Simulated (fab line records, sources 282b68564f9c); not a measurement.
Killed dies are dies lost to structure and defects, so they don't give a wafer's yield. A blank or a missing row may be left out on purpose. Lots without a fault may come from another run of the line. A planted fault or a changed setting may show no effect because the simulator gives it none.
Which tool did it? | flow rit_cmos | 13 lots, 39 wafers sampled, at 3 steps of a route of 202

WHAT THE GAUGES READ, wafer by wafer
RIT_M1_RS_MEAS_01: measures by four-point-probe. Usual: M1_AL_RS 0.0731 ohm/sq, standard deviation 0.00077.
lot  | measured    | on            | M1_AL_RS (ohm/sq)    | flag
L412 | day 3 12:01 | film_metro-04 | 0.0731 0.0731 0.0729 |
L413 | day 3 14:45 | film_metro-02 | 0.0747 0.0736 0.0736 |
L414 | day 3 17:53 | film_metro-02 | 0.0729 0.0716 0.0722 |
L415 | day 4 01:44 | film_metro-03 | 0.0726 0.0470 0.0735 | OFF
L420 | day 5 04:49 | film_metro-02 | 0.0463 0.0711 0.0712 | OFF
L425 | day 6 06:08 | film_metro-04 | 0.0745 0.0740 0.0744 |
L427 | day 6 13:47 | film_metro-02 | 0.0737 0.0732 0.0732 |
L429 | day 7 00:38 | film_metro-02 | 0.0726 0.0729 0.0733 |
L431 | day 7 10:24 | film_metro-02 | 0.0734 0.0738 0.0727 |
L432 | day 7 16:43 | film_metro-03 | 0.0732 0.0734 0.0733 |
L433 | day 7 21:51 | film_metro-02 | 0.0734 0.0736 0.0729 |
L434 | day 7 23:19 | film_metro-02 | 0.0732 0.0736 0.0729 |
L435 | day 8 07:31 | film_metro-02 | 0.0734 0.0742 0.0739 |

RIT_M1_THK_MEAS_02: measures by xrf. Usual: M1_AL_THK 398 nm, standard deviation 4.6.
lot  | measured    | on            | M1_AL_THK (nm) | flag
L412 | day 3 12:08 | film_metro-04 | 399 397 401    |
L413 | day 3 14:52 | film_metro-02 | 387 396 397    |
L414 | day 3 18:00 | film_metro-02 | 399 406 402    |
L415 | day 4 01:52 | film_metro-03 | 402 616 396    | OFF
L420 | day 5 04:56 | film_metro-02 | 628 412 409    | OFF
L425 | day 6 06:15 | film_metro-04 | 390 392 392    |
L427 | day 6 13:53 | film_metro-02 | 398 400 400    |
L429 | day 7 00:44 | film_metro-02 | 401 399 398    |
L431 | day 7 10:31 | film_metro-02 | 395 392 402    |
L432 | day 7 16:50 | film_metro-03 | 399 395 397    |
L433 | day 7 21:58 | film_metro-02 | 396 396 401    |
L434 | day 7 23:25 | film_metro-02 | 398 396 399    |
L435 | day 8 07:37 | film_metro-02 | 396 393 393    |

WHICH TOOL RAN EACH LOT (tool, then ch and the chambers of the sampled wafers, then the start)
lot  | RIT_M1_SPUTTER_00
L412 | pvd_sputter-04, day 3 11:43
L413 | pvd_sputter-01, day 3 14:28
L414 | pvd_sputter-04, day 3 17:34
L415 | pvd_sputter-04, day 4 01:27
L420 | pvd_sputter-04, day 5 04:32
L425 | pvd_sputter-03, day 6 05:50
L427 | pvd_sputter-03, day 6 13:27
L429 | pvd_sputter-03, day 7 00:19
L431 | pvd_sputter-03, day 7 10:05
L432 | pvd_sputter-04, day 7 16:26
L433 | pvd_sputter-01, day 7 21:34
L434 | pvd_sputter-04, day 7 22:58
L435 | pvd_sputter-01, day 8 07:11
- RIT_M1_SPUTTER_00: material Al, target thk 400 nm, time 500 s.

WHAT THE TOOLS THEMSELVES READ (means of the sampled wafers that have a number; where no wafer has one, the mark that the record gives instead)
RIT_M1_SPUTTER_00. Usual: throttle_valve_pct 30.6 %, standard deviation 0.92.
lot  | tool           | throttle_valve_pct (%) | flag
L412 | pvd_sputter-04 | 30.8                   |
L413 | pvd_sputter-01 | 28.6                   |
L414 | pvd_sputter-04 | 30.5                   |
L415 | pvd_sputter-04 | 31.0                   |
L420 | pvd_sputter-04 | 30.7                   |
L425 | pvd_sputter-03 | 29.7                   |
L427 | pvd_sputter-03 | 30.5                   |
L429 | pvd_sputter-03 | 30.0                   |
L431 | pvd_sputter-03 | 30.9                   |
L432 | pvd_sputter-04 | 31.4                   |
L433 | pvd_sputter-01 | 30.0                   |
L434 | pvd_sputter-04 | 30.8                   |
L435 | pvd_sputter-01 | 30.3                   |

THE ANSWER, worked out from the rows above alone
Rule: a lot is off if the mean of its wafers that have a number lies more than 3 standard deviations from the usual mean. A lot without any number at a reading at which 4 lots or more have one is off too. The other lots that the step has rows for count as sound. The gauges are gone through in route order, then the tools' own readings, and for those a lot's mean is taken as printed above. The first step at which some lot is off is used, and at that step the reading that is off furthest; a lot without a number counts as furthest.
Off: L415, L420, at RIT_M1_RS_MEAS_01 (M1_AL_RS).
A tool fits if, at a process step before that reading, it ran every lot that is off, and no sound lot after the first of them. The gauges at RIT_M1_RS_MEAS_01 are tried like those tools. None of those tried fits.

WHAT THE SIMULATOR HAD PUT IN
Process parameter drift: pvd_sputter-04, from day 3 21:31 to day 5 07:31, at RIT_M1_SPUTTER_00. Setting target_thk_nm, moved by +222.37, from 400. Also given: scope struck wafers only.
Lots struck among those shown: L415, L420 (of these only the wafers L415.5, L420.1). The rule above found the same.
